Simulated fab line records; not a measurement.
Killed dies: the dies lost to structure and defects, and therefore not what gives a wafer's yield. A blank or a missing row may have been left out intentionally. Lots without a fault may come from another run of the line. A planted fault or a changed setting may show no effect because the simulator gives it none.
Which tool is to blame?    flow rit-cmos    Sampling: 14 lots, 41 wafers, 3 of 202 route steps

WHAT THE GAUGES SHOWED, per wafer
RIT_M1_RS_MEAS_01: measurement is done with a four-point probe.
lot   measured     on             M1_AL_RS (ohm/sq)
L818  day 3 08:55  film-metro-02  0.0717 0.0726 0.0721
L819  day 3 11:10  film-metro-02  0.0727 0.0749 0.0741
L820  day 3 20:19  film-metro-03  0.0732 0.0725 0.0721
L823  day 4 09:53  film-metro-03  0.0722 0.0741 0.0745
L824  day 4 12:58  film-metro-01  0.0731 0.0737 0.0742
L825  day 4 17:00  film-metro-03  0.0725 0.0737 0.0743
L827  day 5 02:39  film-metro-03  0.0743 0.0726 0.0732
L828  day 5 06:53  film-metro-01  0.0722 0.0709 0.0721
L829  day 5 15:52  film-metro-01  0.0737 0.0738 0.0757
L833  day 6 08:49  film-metro-03  0.0747 0.0734 0.0740
L835  day 6 17:00  film-metro-02  0.0674 0.0668 0.0677 0.0667
L837  day 7 06:18  film-metro-03  0.0678 0.0675 0.0676 0.0679 0.0674 0.0678
L838  day 7 08:35  film-metro-03  0.0712 0.0722 0.0723
L840  day 7 20:10  film-metro-01  0.0740 0.0740 0.0741

RIT_M1_THK_MEAS_02: measures by xrf.
lot   measured     on             M1_AL_THK (nm)
L818  day 3 09:02  film-metro-02  403 395 400
L819  day 3 11:17  film-metro-02  397 384 388
L820  day 3 20:26  film-metro-03  397 400 402
L823  day 4 10:01  film-metro-03  400 389 389
L824  day 4 13:05  film-metro-01  400 397 394
L825  day 4 17:07  film-metro-03  399 392 392
L827  day 5 02:45  film-metro-03  392 402 398
L828  day 5 07:00  film-metro-01  406 410 406
L829  day 5 15:58  film-metro-01  398 399 386
L833  day 6 08:56  film-metro-03  390 396 392
L835  day 6 22:24  film-metro-02  429 432 426 432
L837  day 7 08:26  film-metro-03  427 429 429 427 429 430
L838  day 7 08:41  film-metro-03  409 402 403
L840  day 7 20:16  film-metro-01  396 393 391

WHAT TOOL EACH LOT RAN ON (gives the tool, then ch and the chambers of the sampled wafers, and finally the start)
lot   RIT_M1_SPUTTER_00
L818  pvd-sputter-04, day 3 08:38
L819  pvd-sputter-02, day 3 10:52
L820  pvd-sputter-04, day 3 20:01
L823  pvd-sputter-02, day 4 09:36
L824  pvd-sputter-03, day 4 12:40
L825  pvd-sputter-02, day 4 16:41
L827  pvd-sputter-02, day 5 02:19
L828  pvd-sputter-04, day 5 06:35
L829  pvd-sputter-02, day 5 15:32
L833  pvd-sputter-02, day 6 08:31
L835  pvd-sputter-02, day 6 16:40
L837  pvd-sputter-02, day 7 06:01
L838  pvd-sputter-04, day 7 08:16
L840  pvd-sputter-03, day 7 19:51
- RIT_M1_SPUTTER_00: material Al, target thk 400 nm, time 500 s.

AS READ BY THE TOOLS THEMSELVES (means over the sampled wafers that have a number; for cases with no such wafer, the mark the record gives instead)
RIT_M1_SPUTTER_00.
lot   tool            throttle-valve-pct (%)
L818  pvd-sputter-04  29.7
L819  pvd-sputter-02  30.1
L820  pvd-sputter-04  29.4
L823  pvd-sputter-02  30.1
L824  pvd-sputter-03  30.5
L825  pvd-sputter-02  30.0
L827  pvd-sputter-02  30.1
L828  pvd-sputter-04  30.0
L829  pvd-sputter-02  29.7
L833  pvd-sputter-02  30.1
L835  pvd-sputter-02  29.6
L837  pvd-sputter-02  29.2
L838  pvd-sputter-04  29.7
L840  pvd-sputter-03  29.7

THE ANSWER, worked out from the rows above alone
Rule: usual is defined by the lots themselves. The widest of any qualifying gaps counts: lots, ordered by their means at a reading, are off when they make up no more than a third of the lots, leave a main group of 4 or more, and stand apart from it by 3 or more times the standard deviation of that group's means. Not used: any main group whose means are identical at the precision the tables above print for the reading. Also off: a lot with no number at a reading for which 4 or more lots have one. All remaining lots with rows at the step are treated as sound. First the gauges in route order, then the tools' own readings, where a lot's mean is used as printed above. The first step at which some lot is off is used, and at that step the reading that is off furthest; a lot without a number counts as furthest.
Off: at RIT_M1_RS_MEAS_01 (M1_AL_RS), L835, L837. The main group has a mean of 0.0732 ohm/sq with a standard deviation of 0.00087.
A tool fits if, at a process step before that reading, it ran every lot that is off, and no sound lot after the first of them. Those tools and the gauges at RIT_M1_RS_MEAS_01 are tried in the same way. One fits: RIT_M1_SPUTTER_00 on pvd-sputter-02. Its last sound lot is L833 (day 6 08:31), its first lot that is off L835 (day 6 16:40): a fault that began between those two fits.

WHAT WAS PUT IN BY THE SIMULATOR
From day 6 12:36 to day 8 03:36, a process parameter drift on pvd-sputter-02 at RIT_M1_SPUTTER_00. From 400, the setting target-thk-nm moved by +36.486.
Shown lots that were struck: L835, L837. Same finding as the rule above.
